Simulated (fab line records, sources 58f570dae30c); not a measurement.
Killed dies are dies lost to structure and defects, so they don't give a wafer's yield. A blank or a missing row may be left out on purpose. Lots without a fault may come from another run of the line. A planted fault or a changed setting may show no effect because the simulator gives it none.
Which tool did it? | flow berkeley_cmos170 | 14 lots, 42 wafers sampled, at 4 steps of a route of 331

WHAT THE GAUGES READ, wafer by wafer
UCB170_M1_CD_MEAS_90: target cd 700 nm. Usual: cd_nm 699.9 nm, standard deviation 2.5.
lot  | measured     | on        | cd_nm (nm)        | flag
L500 | day 8 14:49  | cd_sem-01 | 699.3 700.0 700.1 |
L501 | day 9 05:57  | cd_sem-01 | 698.9 698.0 696.0 |
L503 | day 9 07:25  | cd_sem-01 | 696.6 697.1 698.2 |
L502 | day 9 07:50  | cd_sem-02 | 687.7 686.3 686.3 | OFF
L507 | day 9 23:49  | cd_sem-02 | 686.3 686.8 685.8 | OFF
L512 | day 11 14:10 | cd_sem-02 | 702.8 701.4 703.3 |
L514 | day 11 16:29 | cd_sem-01 | 700.4 700.2 701.8 |
L515 | day 11 21:07 | cd_sem-01 | 701.7 698.5 699.9 |
L518 | day 13 00:40 | cd_sem-02 | 698.3 698.2 698.6 |
L522 | day 13 00:47 | cd_sem-02 | 701.2 701.4 701.2 |
L519 | day 13 00:58 | cd_sem-02 | 699.8 695.9 698.1 |
L520 | day 13 01:13 | cd_sem-01 | 701.4 701.5 704.8 |
L521 | day 13 01:21 | cd_sem-02 | 700.9 700.7 699.3 |
L523 | day 13 19:17 | cd_sem-01 | 701.7 702.0 701.7 |

UCB170_V1_THK_MEAS_04. Usual: V1_POLISHED_THK 1000.1 nm, standard deviation 1.2.
lot  | measured     | on            | V1_POLISHED_THK (nm) | flag
L500 | day 8 16:54  | film_metro-02 | 1000.5 1000.8 999.8  |
L501 | day 9 08:02  | film_metro-03 | 999.3 1000.1 1000.7  |
L503 | day 9 10:42  | film_metro-02 | 997.8 1000.2 999.4   |
L502 | day 9 10:43  | film_metro-01 | 1000.4 1001.2 1000.8 |
L507 | day 10 01:54 | film_metro-03 | 1000.3 1000.3 998.3  |
L512 | day 11 16:49 | film_metro-01 | 1000.2 1000.4 1000.8 |
L514 | day 11 18:34 | film_metro-03 | 998.0 997.1 999.0    |
L515 | day 11 23:12 | film_metro-02 | 998.7 1001.4 1000.7  |
L518 | day 13 02:43 | film_metro-03 | 1000.7 998.4 1000.4  |
L522 | day 13 04:02 | film_metro-03 | 999.5 998.0 998.8    |
L519 | day 13 04:02 | film_metro-01 | 998.0 998.1 999.7    |
L520 | day 13 04:20 | film_metro-02 | 999.8 1000.7 1000.2  |
L521 | day 13 04:20 | film_metro-03 | 1000.0 1000.0 999.6  |
L523 | day 13 22:38 | film_metro-03 | 1000.6 1003.1 1001.1 |

WHICH TOOL RAN EACH LOT (tool, then ch and the chambers of the sampled wafers, then the start)
lot  | UCB170_M1_METAL_ETCH_12           | UCB170_M1_STRIP_13
L500 | rie_metal-02 ch 0,1, day 8 14:35  | plasma_asher-02 ch 0,1, day 8 14:43
L501 | rie_metal-02 ch 0, day 9 05:35    | plasma_asher-01 ch 1, day 9 05:51
L503 | rie_metal-04 ch 0,1, day 9 07:10  | plasma_asher-01 ch 0,1, day 9 07:19
L502 | rie_metal-02 ch 0, day 9 07:29    | plasma_asher-02 ch 0,1, day 9 07:43
L507 | rie_metal-02 ch 0, day 9 23:29    | plasma_asher-03 ch 0,1, day 9 23:42
L512 | rie_metal-03 ch 0,1, day 11 13:55 | plasma_asher-03 ch 0,1, day 11 14:04
L514 | rie_metal-04 ch 0,1, day 11 16:14 | plasma_asher-03 ch 0,1, day 11 16:23
L515 | rie_metal-03 ch 0, day 11 20:53   | plasma_asher-02 ch 0,1, day 11 21:01
L518 | rie_metal-02 ch 0,1, day 13 00:25 | plasma_asher-03 ch 0,1, day 13 00:32
L522 | rie_metal-04 ch 0,1, day 13 00:33 | plasma_asher-01 ch 0,1, day 13 00:41
L519 | rie_metal-03 ch 0,1, day 13 00:44 | plasma_asher-02 ch 0,1, day 13 00:52
L520 | rie_metal-02 ch 0,1, day 13 00:58 | plasma_asher-03 ch 0,1, day 13 01:07
L521 | rie_metal-04 ch 0,1, day 13 01:05 | plasma_asher-01 ch 0,1, day 13 01:14
L523 | rie_metal-02 ch 0,1, day 13 19:03 | plasma_asher-01 ch 0,1, day 13 19:11
- UCB170_M1_METAL_ETCH_12: etches Al in Cl2/BCl3, stops on PSG, target depth 780 nm, time 130 s.
- UCB170_M1_STRIP_13: strips in O2.

WHAT THE TOOLS THEMSELVES READ (means of the sampled wafers that have a number; where no wafer has one, the mark that the record gives instead)
UCB170_M1_METAL_ETCH_12. Usual: drypump_motor_current_A 5.8 A, standard deviation 0.52; oes_product_au 0.855 a.u., standard deviation 0.013; throttle_valve_pct 24.35 %, standard deviation 0.19.
lot  | tool         | drypump_motor_current_A (A) | oes_product_au (a.u.) | throttle_valve_pct (%) | flag
L500 | rie_metal-02 | 5.6                         | 0.868                 | 24.25                  |
L501 | rie_metal-02 | 5.9                         | 0.858                 | 24.34                  |
L503 | rie_metal-04 | 6.4                         | 0.856                 | 24.28                  |
L502 | rie_metal-02 | 5.9                         | 0.728                 | 24.41                  | OFF
L507 | rie_metal-02 | 5.9                         | 0.725                 | 24.41                  | OFF
L512 | rie_metal-03 | 5.5                         | 0.857                 | 24.62                  |
L514 | rie_metal-04 | 6.3                         | 0.851                 | 24.29                  |
L515 | rie_metal-03 | 5.3                         | 0.862                 | 24.63                  |
L518 | rie_metal-02 | 5.6                         | 0.846                 | 24.36                  |
L522 | rie_metal-04 | 6.4                         | 0.852                 | 24.30                  |
L519 | rie_metal-03 | 5.8                         | 0.846                 | 24.61                  |
L520 | rie_metal-02 | 5.6                         | 0.850                 | 24.36                  |
L521 | rie_metal-04 | 6.5                         | 0.853                 | 24.29                  |
L523 | rie_metal-02 | 5.3                         | 0.855                 | 24.22                  |

UCB170_M1_STRIP_13. Usual: drypump_motor_current_A 5.7 A, standard deviation 0.5; oes_product_au 0.719 a.u., standard deviation 0.0044.
lot  | tool            | drypump_motor_current_A (A) | oes_product_au (a.u.) | flag
L500 | plasma_asher-02 | 5.3                         | 0.716                 |
L501 | plasma_asher-01 | 6.0                         | 0.717                 |
L503 | plasma_asher-01 | 6.0                         | 0.719                 |
L502 | plasma_asher-02 | 5.3                         | 0.614                 | OFF
L507 | plasma_asher-03 | 5.7                         | 0.601                 | OFF
L512 | plasma_asher-03 | 5.7                         | 0.715                 |
L514 | plasma_asher-03 | 5.7                         | 0.717                 |
L515 | plasma_asher-02 | 5.5                         | 0.722                 |
L518 | plasma_asher-03 | 5.3                         | 0.720                 |
L522 | plasma_asher-01 | 6.1                         | 0.721                 |
L519 | plasma_asher-02 | 5.3                         | 0.721                 |
L520 | plasma_asher-03 | 5.3                         | 0.718                 |
L521 | plasma_asher-01 | 6.1                         | 0.718                 |
L523 | plasma_asher-01 | 6.1                         | 0.720                 |

THE ANSWER, worked out from the rows above alone
Rule: a lot is off if the mean of its wafers that have a number lies more than 3 standard deviations from the usual mean. A lot without any number at a reading at which 4 lots or more have one is off too. The other lots that the step has rows for count as sound. The gauges are gone through in route order, then the tools' own readings, and for those a lot's mean is taken as printed above. The first step at which some lot is off is used, and at that step the reading that is off furthest; a lot without a number counts as furthest.
Off: L502, L507, at UCB170_M1_CD_MEAS_90 (cd_nm).
A tool fits if, at a process step before that reading, it ran every lot that is off, and no sound lot after the first of them. The gauges at UCB170_M1_CD_MEAS_90 aren't tried: what is off there is off at UCB170_M1_METAL_ETCH_12 too, on other tools, and a gauge's error can't cause that. None of those tried fits.

WHAT THE SIMULATOR HAD PUT IN
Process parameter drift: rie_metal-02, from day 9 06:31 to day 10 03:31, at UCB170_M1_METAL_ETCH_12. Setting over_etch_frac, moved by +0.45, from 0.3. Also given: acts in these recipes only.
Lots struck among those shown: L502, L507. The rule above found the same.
